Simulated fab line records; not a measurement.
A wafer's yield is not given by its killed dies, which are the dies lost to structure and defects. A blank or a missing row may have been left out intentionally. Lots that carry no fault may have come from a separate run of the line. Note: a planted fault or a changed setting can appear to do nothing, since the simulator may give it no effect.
fab line records | flow berkeley_cmos170
[record] lots = 6 | wafers = 18 | last_day = 12
route steps=331 shown M3@315
lots that met no fault: from a run of the same line without faults
start_h: hours from the record's first day to the start of the lot's first wafer shown | wait_h: hours elapsed since this lot's preceding step | " unchanged from the row above | L1.1+2: one row covering several wafers at once | - value missing, or start not given | * or withheld: withheld | < > ~ a bound
route shown NAME@n: NAME is a module with steps in the file, n the number in the route of the first one | usual: mean/standard deviation of fault-free wafers | same: alike in all rows | chamber/n: place in a boat | sites: readings site by site | _std_site: the standard deviation of these | _edge_site: outer sites' mean less inner sites' | radius_mm: for every site, how far away it sits from the centre of the wafer | mask NAME#n: copy n | behind: the tool/chamber that last shaped the wafer | hold: why the lot went on hold/how many hours it stayed there/how the hold came to an end | device: the n, p or np transistor that did not switch | end of line: the same wafers' tests at the end of the route | a step without rows: its recipe alone | killed: the dies lost at the first sort to structure and to defects; this is not the yield of the wafer | map: a wafer's dies, marking killed ones x, the rest . and places with no die _
set.NAME: the setting as run; set.NAME@STEP: as run at that earlier step | model.NAME: the simulator's own value behind a step, which no gauge read
lots at selected steps of the route; one table per step, one row per wafer
services: a tool's chamber out of use, with start hour (start_h, from the record's first day; less than 0 if before it), hours out, and reason
[[steps]]
[step UCB170_M3_SOFTBAKE_06]
[recipe] resist = KrF | temp_c = 130 | time_s = 60
[step UCB170_M3_STRIP_07]
[recipe] chemistry = O2 | power_w = 400 | pressure_mtorr = 3500 | platen_temp_c = withheld | o2_flow_sccm = 400 | overash_fraction = 0.5
[usual] drypump_motor_current_A = 5.8/0.44 | oes_product_au = 0.735/0.0042 | strip_time_to_endpoint_s = 21.96/0.049
lot.wafer | tool            | chamber | start_h | wait_h | drypump_motor_current_A | oes_product_au | rf_hours_counter_h | strip_time_to_endpoint_s
L998.1    | plasma_asher-02 | 0       | 140.47  | 0.1    | 6.3                     | 0.732          | 43                 | 22.02
L998.4    | "               | 1       | "       | "      | 5.4                     | 0.736          | -                  | 21.96
L998.5    | "               | 1       | "       | "      | 5.4                     | 0.737          | -                  | 22.06
L111.1    | plasma_asher-02 | 1       | 233.45  | 0.1    | 5.4                     | 0.733          | 52                 | 21.93
L111.2    | "               | 0       | "       | "      | 6.3                     | 0.732          | 52                 | 21.96
L111.4    | "               | 0       | "       | "      | 6.3                     | 0.739          | -                  | 21.97
L118.1    | plasma_asher-03 | 0       | 260.05  | 0.1    | 6.0                     | 0.744          | 13                 | 21.92
L118.2    | "               | 1       | "       | "      | 6.1                     | 0.742          | 13                 | 21.90
L118.3    | "               | 1       | "       | "      | 6.0                     | 0.738          | -                  | 21.90
L119.2    | plasma_asher-01 | 0       | 275.01  | 0.1    | 5.1                     | 0.731          | 59                 | 22.00
L119.4    | "               | 0       | "       | "      | 5.1                     | 0.736          | -                  | 22.03
L119.6    | "               | 1       | "       | "      | 6.1                     | 0.740          | -                  | 21.98
L121.1    | plasma_asher-02 | 1       | 275.54  | 0.1    | 5.4                     | 0.738          | 56                 | 22.02
L121.3    | "               | 0       | "       | "      | 6.3                     | 0.730          | -                  | 22.05
L121.4    | "               | 1       | "       | "      | 5.4                     | 0.738          | -                  | 22.06
L120.3    | plasma_asher-01 | 1       | 275.85  | 0.1    | 6.1                     | 0.737          | -                  | 21.90
L120.4    | "               | 0       | "       | "      | 5.2                     | 0.736          | -                  | 21.99
L120.5    | "               | 0       | "       | "      | 5.1                     | 0.728          | -                  | 21.96
[step UCB170_M3_STRIP_08]
[recipe] chemistry = DMSO | temp_c = 80 | time_s = 600 | material = KrF
[step UCB170_M3_COAT_09]
[recipe] resist = BARC | temp_c = withheld | time_s = withheld | spin_rpm = 3000 | resist_thk_nm = withheld
[step UCB170_M3_COAT_10]
[recipe] resist = KrF | spin_rpm = 1500 | resist_thk_nm = 900
[step UCB170_M3_SOFTBAKE_11]
[recipe] resist = KrF | temp_c = 130 | time_s = 60
[step UCB170_M3_EXPOSE_12]
[recipe] mask_id = METAL3 | target_cd_nm = 700 | na = 0.5 | sigma_outer = 0.6 | source_shape = conventional | dose_mj = 26
[step UCB170_M3_PEB_13]
[recipe] peb_temp_c = 130 | peb_time_s = withheld | resist = KrF
[step UCB170_M3_DEVELOP_14]
[recipe] developer = TMAH | develop_time_s = 45.91 | resist = KrF | dev_temp_c = 21
[step UCB170_M3_CD_MEAS_15]
[recipe] target_cd_nm = 700
[usual] cd_nm = 700.1/1.3
lot.wafer | tool      | chamber | start_h | wait_h | cd_nm
L998.1    | cd_sem-01 | -       | 141.85  | -      | 703.1
L998.4    | "         | -       | "       | "      | 702.8
L998.5    | "         | -       | "       | "      | 703.0
L111.1    | cd_sem-01 | -       | 235.77  | -      | 698.6
L111.2    | "         | -       | "       | "      | 701.7
L111.4    | "         | -       | "       | "      | 699.1
L118.1    | cd_sem-01 | -       | 261.50  | -      | 697.6
L118.2    | "         | -       | "       | "      | 697.8
L118.3    | "         | -       | "       | "      | 698.6
L119.2    | cd_sem-01 | -       | 276.17  | -      | 698.9
L119.4    | "         | -       | "       | "      | 699.3
L119.6    | "         | -       | "       | "      | 698.3
L121.1    | cd_sem-01 | -       | 277.38  | -      | 699.4
L121.3    | "         | -       | "       | "      | 701.1
L121.4    | "         | -       | "       | "      | 699.6
L120.3    | cd_sem-02 | -       | 277.54  | -      | 700.7
L120.4    | "         | -       | "       | "      | 700.3
L120.5    | "         | -       | "       | "      | 702.1
[step UCB170_M3_OVL_MEAS_16]
[usual] M3_OVL = 0/4.6
lot.wafer | tool       | chamber | start_h | wait_h | M3_OVL[nm]
L998.1    | overlay-02 | -       | 141.97  | 0.1    | 1
L998.4    | "          | -       | "       | "      | 1
L998.5    | "          | -       | "       | "      | 3
L111.1    | overlay-02 | -       | 235.89  | 0.1    | 1
L111.2    | "          | -       | "       | "      | 1
L111.4    | "          | -       | "       | "      | 10
L118.1    | overlay-02 | -       | 261.62  | 0.1    | -2
L118.2    | "          | -       | "       | "      | -4
L118.3    | "          | -       | "       | "      | -6
L119.2    | overlay-01 | -       | 276.27  | 0.1    | -2
L119.4    | "          | -       | "       | "      | -4
L119.6    | "          | -       | "       | "      | -2
L121.1    | overlay-02 | -       | 277.50  | 0.1    | 3
L121.3    | "          | -       | "       | "      | 4
L121.4    | "          | -       | "       | "      | -7
L120.3    | overlay-01 | -       | 277.63  | 0.1    | 2
L120.4    | "          | -       | "       | "      | 3
L120.5    | "          | -       | "       | "      | 0
[step UCB170_M3_ETCH_17]
[recipe] chemistry = N2/H2 | target_depth_a = withheld | overetch_a = withheld | target = BARC | time_s = withheld | source_w = 500 | bias_w = 100 | pressure_mtorr = 30 | n2_flow_sccm = 100 | h2_flow_sccm = 200
[usual] drypump_motor_current_A = 5.71/0.28 | oes_product_au = 0.998/0.025 | throttle_valve_pct = 13.33/0.12
lot.wafer | tool        | chamber | start_h | wait_h | drypump_motor_current_A | oes_product_au | throttle_valve_pct
L998.1    | rie_diel-03 | 1       | 142.01  | 0.0    | 6.35                    | 0.939          | 13.23
L998.4    | "           | 3       | "       | "      | 5.76                    | 0.994          | 13.29
L998.5    | "           | 0       | "       | "      | 5.56                    | 0.960          | 13.26
L111.1    | rie_diel-01 | 2       | 235.92  | 0.0    | 5.62                    | 0.994          | 13.33
L111.2    | "           | 1       | "       | "      | 5.89                    | 1.022          | 13.53
L111.4    | "           | 0       | "       | "      | 5.54                    | 0.992          | 13.31
L118.1    | rie_diel-03 | 0       | 261.65  | 0.0    | 5.58                    | 0.950          | 13.24
L118.2    | "           | 2       | "       | "      | 6.06                    | 1.007          | 13.24
L118.3    | "           | 3       | "       | "      | 5.75                    | 1.009          | 13.29
L119.2    | rie_diel-01 | 3       | 276.30  | 0.0    | 5.78                    | 1.043          | 13.35
L119.4    | "           | 1       | "       | "      | 5.89                    | 1.019          | 13.53
L119.6    | "           | 0       | "       | "      | 5.57                    | 0.979          | 13.30
L121.1    | rie_diel-04 | 1       | 277.54  | 0.0    | 6.04                    | 0.990          | 13.57
L121.3    | "           | 0       | "       | "      | 5.18                    | 1.013          | 13.07
L121.4    | "           | 1       | "       | "      | 6.04                    | 0.994          | 13.56
L120.3    | rie_diel-01 | 2       | 277.66  | 0.0    | 5.61                    | 0.987          | 13.31
L120.4    | "           | 0       | "       | "      | 5.56                    | 0.967          | 13.32
L120.5    | "           | 2       | "       | "      | 5.61                    | 0.996          | 13.33
[step UCB170_M3_METAL_ETCH_18]
[recipe] chemistry = Cl2/BCl3 | target = Al | stop_on = SiO2 | pressure_mtorr = 12 | target_depth_a = 11700 | over_etch_frac = 0.3 | time_s = 195 | icp_w = 600 | bias_w = 120 | Cl2_flow_sccm = 90 | bcl3_flow_sccm = 45
[usual] drypump_motor_current_A = 5.4/0.35 | oes_product_au = 0.866/0.012 | run_length_s = 223.2/0.4 | throttle_valve_pct = 24.4/0.37
lot.wafer | tool         | chamber | start_h | wait_h | drypump_motor_current_A | oes_product_au | rf_hours_counter_h | run_length_s | throttle_valve_pct | model.M3.feature_depth_nm | model.KrF_of_M3_COAT_10.thk_nm | model.etch.depth_nm
L998.1    | rie_metal-01 | 1       | 142.05  | -      | 5.2                     | 0.843          | 10                 | 223.5        | 23.8               | 940.8                     | 238.7                          | 887.5
L998.4    | "            | 1       | "       | "      | 5.2                     | 0.847          | -                  | 223.3        | 23.8               | 960.6                     | 239.7                          | 907.4
L998.5    | "            | 0       | "       | "      | 5.6                     | 0.865          | -                  | 223.6        | 24.5               | 959.8                     | 219.7                          | 905.3
L111.1    | rie_metal-02 | 1       | 235.96  | -      | 5.8                     | 0.864          | 0                  | 222.6        | 24.3               | 951.5                     | 218.1                          | 896
L111.2    | "            | 0       | "       | "      | 4.9                     | 0.883          | 4                  | 223.2        | 24.9               | 959.4                     | 205.7                          | 902.1
L111.4    | "            | 0       | "       | "      | 4.9                     | 0.867          | -                  | 222.8        | 24.9               | 961.3                     | 209                            | 904
L118.1    | rie_metal-01 | 1       | 261.70  | -      | 5.2                     | 0.847          | 13                 | 223.6        | 23.8               | 960.2                     | 237.7                          | 907
L118.2    | "            | 0       | "       | "      | 5.6                     | 1.002          | 12                 | 128.1        | 24.4               | 598.1                     | 533.3                          | 598.1
L118.3    | "            | 1       | "       | "      | 5.2                     | 0.851          | -                  | 223.4        | 23.8               | 961.7                     | 238.1                          | 908.5
L119.2    | rie_metal-01 | 0       | 276.35  | -      | 5.6                     | 0.992          | 12                 | 128.2        | 24.4               | 589.7                     | 543.4                          | 589.7
L119.4    | "            | 0       | "       | "      | 5.6                     | 0.998          | -                  | 128.1        | 24.4               | 593.9                     | 539.5                          | 593.9
L119.6    | "            | 0       | "       | "      | 5.6                     | 0.999          | -                  | 128.2        | 24.5               | 591.7                     | 540.2                          | 591.7
L121.1    | rie_metal-02 | 0       | 277.58  | -      | 4.9                     | 0.879          | 6                  | 222.7        | 24.9               | 959.7                     | 203.2                          | 902.3
L121.3    | "            | 1       | "       | "      | 5.8                     | 0.878          | -                  | 222.7        | 24.3               | 964.1                     | 214.4                          | 908.4
L121.4    | "            | 0       | "       | "      | 4.9                     | 0.871          | -                  | 222.9        | 24.9               | 948.4                     | 199.9                          | 890.8
L120.3    | rie_metal-03 | 1       | 277.76  | -      | 5.8                     | 0.869          | -                  | 223.1        | 24.1               | 952.5                     | 235.4                          | 897.9
L120.4    | "            | 0       | "       | "      | 5.1                     | 0.862          | -                  | 222.7        | 24.4               | 951.8                     | 204.7                          | 895
L120.5    | "            | 0       | "       | "      | 5.1                     | 0.867          | -                  | 222.7        | 24.4               | 951.1                     | 199.6                          | 894.1
[step UCB170_M3_STRIP_19]
[recipe] chemistry = O2 | power_w = 400 | pressure_mtorr = 3500 | platen_temp_c = withheld | o2_flow_sccm = 400 | overash_fraction = 0.5
[usual] drypump_motor_current_A = 5.9/0.34 | oes_product_au = 0.546/0.021
lot.wafer | tool            | chamber | start_h | wait_h | drypump_motor_current_A | oes_product_au | rf_hours_counter_h
L998.1    | plasma_asher-03 | 0       | 142.24  | 0.1    | 6.1                     | 0.563          | 2
L998.4    | "               | 0       | "       | "      | 6.1                     | 0.572          | -
L998.5    | "               | 1       | "       | "      | 6.0                     | 0.551          | -
L111.1    | plasma_asher-03 | 1       | 236.15  | 0.1    | 6.0                     | 0.558          | 10
L111.2    | "               | 0       | "       | "      | 6.1                     | 0.529          | 10
L111.4    | "               | 0       | "       | "      | 6.1                     | 0.544          | -
L118.1    | plasma_asher-03 | 0       | 261.88  | 0.1    | 6.1                     | 0.572          | 13
L118.2    | "               | 1       | "       | "      | 6.0                     | 0.729          | 13
L118.3    | "               | 1       | "       | "      | 6.0                     | 0.571          | -
L119.2    | plasma_asher-03 | 1       | 276.53  | 0.1    | 6.0                     | 0.720          | 14
L119.4    | "               | 1       | "       | "      | 6.0                     | 0.726          | -
L119.6    | "               | 0       | "       | "      | 6.1                     | 0.719          | -
L121.1    | plasma_asher-03 | 1       | 277.77  | 0.1    | 6.1                     | 0.540          | 15
L121.3    | "               | 1       | "       | "      | 6.0                     | 0.543          | -
L121.4    | "               | 0       | "       | "      | 6.1                     | 0.538          | -
L120.3    | plasma_asher-02 | 1       | 277.92  | 0.1    | 5.4                     | 0.570          | -
L120.4    | "               | 0       | "       | "      | 6.3                     | 0.545          | -
L120.5    | "               | 1       | "       | "      | 5.4                     | 0.531          | -
[step UCB170_M3_CD_MEAS_90]
[recipe] target_cd_nm = 700
[usual] cd_nm = 701/5.1
lot.wafer | tool      | chamber | start_h | wait_h | hold                     | cd_nm
L998.1    | cd_sem-02 | -       | 142.34  | 0.1    | -                        | 701
L998.4    | "         | -       | "       | "      | -                        | 702
L998.5    | "         | -       | "       | "      | -                        | 702
L111.1    | cd_sem-02 | -       | 236.25  | 0.1    | -                        | 704
L111.2    | "         | -       | "       | "      | -                        | 704
L111.4    | "         | -       | "       | "      | -                        | 703
L118.1    | cd_sem-01 | -       | 261.98  | 0.1    | await_dispo/0.2h/release | 690
L118.2    | "         | -       | "       | "      | await_dispo/0.2h/release | 721
L118.3    | "         | -       | "       | "      | await_dispo/0.2h/release | 695
L118.1    | cd_sem-01 | -       | 262.27  | 0.3    | -                        | 690
L118.2    | "         | -       | "       | "      | -                        | 721
L118.3    | "         | -       | "       | "      | -                        | 695
L119.2    | cd_sem-02 | -       | 276.65  | 0.1    | -                        | 718
L119.4    | "         | -       | "       | "      | -                        | 719
L119.6    | "         | -       | "       | "      | -                        | 721
L121.1    | cd_sem-02 | -       | 277.87  | 0.1    | -                        | 707
L121.3    | "         | -       | "       | "      | -                        | 710
L121.4    | "         | -       | "       | "      | -                        | 704
L120.3    | cd_sem-01 | -       | 278.03  | 0.1    | -                        | 700
L120.4    | "         | -       | "       | "      | -                        | 692
L120.5    | "         | -       | "       | "      | -                        | 695
[step UCB170_M3_BOW_MEAS_20]
[recipe] mode = bow
[usual] M3_BOW = 34/7.5
lot.wafer | tool          | chamber | start_h | wait_h | hold                     | M3_BOW[um]
L998.1    | film_metro-02 | -       | 142.46  | 0.1    | -                        | 26
L998.4    | "             | -       | "       | "      | -                        | 34
L998.5    | "             | -       | "       | "      | -                        | 40
L111.1    | film_metro-04 | -       | 236.37  | 0.1    | -                        | 32
L111.2    | "             | -       | "       | "      | -                        | 44
L111.4    | "             | -       | "       | "      | -                        | 28
L118.1    | film_metro-02 | -       | 265.62  | 3.3    | await_dispo/3.2h/release | 24
L118.2    | "             | -       | "       | "      | await_dispo/3.2h/release | 41
L118.3    | "             | -       | "       | "      | await_dispo/3.2h/release | 45
L119.2    | film_metro-01 | -       | 276.77  | 0.1    | -                        | 22
L119.4    | "             | -       | "       | "      | -                        | 32
L119.6    | "             | -       | "       | "      | -                        | 36
L121.1    | film_metro-01 | -       | 277.99  | 0.1    | -                        | 32
L121.3    | "             | -       | "       | "      | -                        | 36
L121.4    | "             | -       | "       | "      | -                        | 24
L120.3    | film_metro-02 | -       | 278.15  | 0.1    | -                        | 39
L120.4    | "             | -       | "       | "      | -                        | 40
L120.5    | "             | -       | "       | "      | -                        | 51
[[services]]
tool            | chamber | start_h | hours | kind
plasma_asher-03 | 0       | 117.80  | -     | clean
plasma_asher-03 | 1       | 117.80  | -     | clean
plasma_asher-02 | -       | 119.59  | 1.4   | repair
plasma_asher-03 | -       | 123.99  | 1.6   | repair
rie_diel-04     | -       | 127.56  | 1.6   | repair
rie_diel-01     | 0       | 129.74  | -     | clean
rie_diel-01     | 0       | 129.74  | 19.9  | scheduled_down
rie_diel-01     | 0       | 129.74  | 19.9  | vent_cycle
plasma_asher-01 | -       | 130.21  | 3.3   | repair
rie_metal-01    | -       | 130.28  | 2.8   | pm
rie_metal-01    | 1       | 139.28  | 2.6   | repair
rie_diel-03     | 2       | 153.25  | 12.3  | repair
plasma_asher-03 | -       | 153.40  | 14.6  | pm
rie_diel-04     | -       | 163.99  | 2.6   | repair
rie_diel-01     | 3       | 165.64  | 4.1   | repair
plasma_asher-02 | -       | 169.02  | 2.8   | pm
rie_diel-01     | 2       | 180.28  | -     | clean
rie_diel-01     | 2       | 180.28  | 31.7  | scheduled_down
rie_diel-01     | 2       | 180.28  | 31.7  | vent_cycle
rie_diel-03     | 1       | 191.26  | 13.5  | repair
plasma_asher-03 | -       | 194.99  | 2.1   | repair
rie_diel-03     | 3       | 207.22  | 7.3   | repair
plasma_asher-02 | -       | 252.87  | 4.3   | pm
plasma_asher-02 | -       | 259.59  | 1.4   | repair
[[key]]
[first_sign] step = UCB170_M3_METAL_ETCH_18 | reading = run_length_s | direction = down | sigmas = 99+ | usual = * | struck = *
[effect] step = UCB170_M3_METAL_ETCH_18 | reading = oes_product_au | direction = up | sigmas = 11 | usual = 0.866 | struck = 0.998
[effect] step = UCB170_M3_STRIP_19 | reading = oes_product_au | direction = up | sigmas = 8.4 | usual = 0.546 | struck = 0.724
[effect] step = UCB170_M3_CD_MEAS_90 | reading = cd_nm | direction = up | sigmas = 3.8 | usual = 701 | struck = 720
[model_effect] step = UCB170_M3_METAL_ETCH_18 | value = M3.feature_depth_nm | without = 960.7 | struck = 593.4
met_at UCB170_M3_METAL_ETCH_18
struck_wafers L118.2,L119.2,L119.4,L119.6
later_rows_left_out L119.6
sort_left_out L118.2,L119.2,L119.4,L119.6
onset_between 142.05 261.70
[fault] kind = process_parameter_drift | tool = rie_metal-01 | chamber = 0 | onset_h = 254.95 | steps = UCB170_M3_METAL_ETCH_18 | channel = time_s | offset = * | shape = step | end_h = 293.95 | acts_in = * | stated = *
// sort_left_out: the simulated sort isn't trusted on such a fault, so these wafers' sort isn't shown, and their yield isn't known
// later_rows_left_out: the simulator's readings of these wafers behind a module that went badly wrong aren't trusted and aren't shown, but for the sort
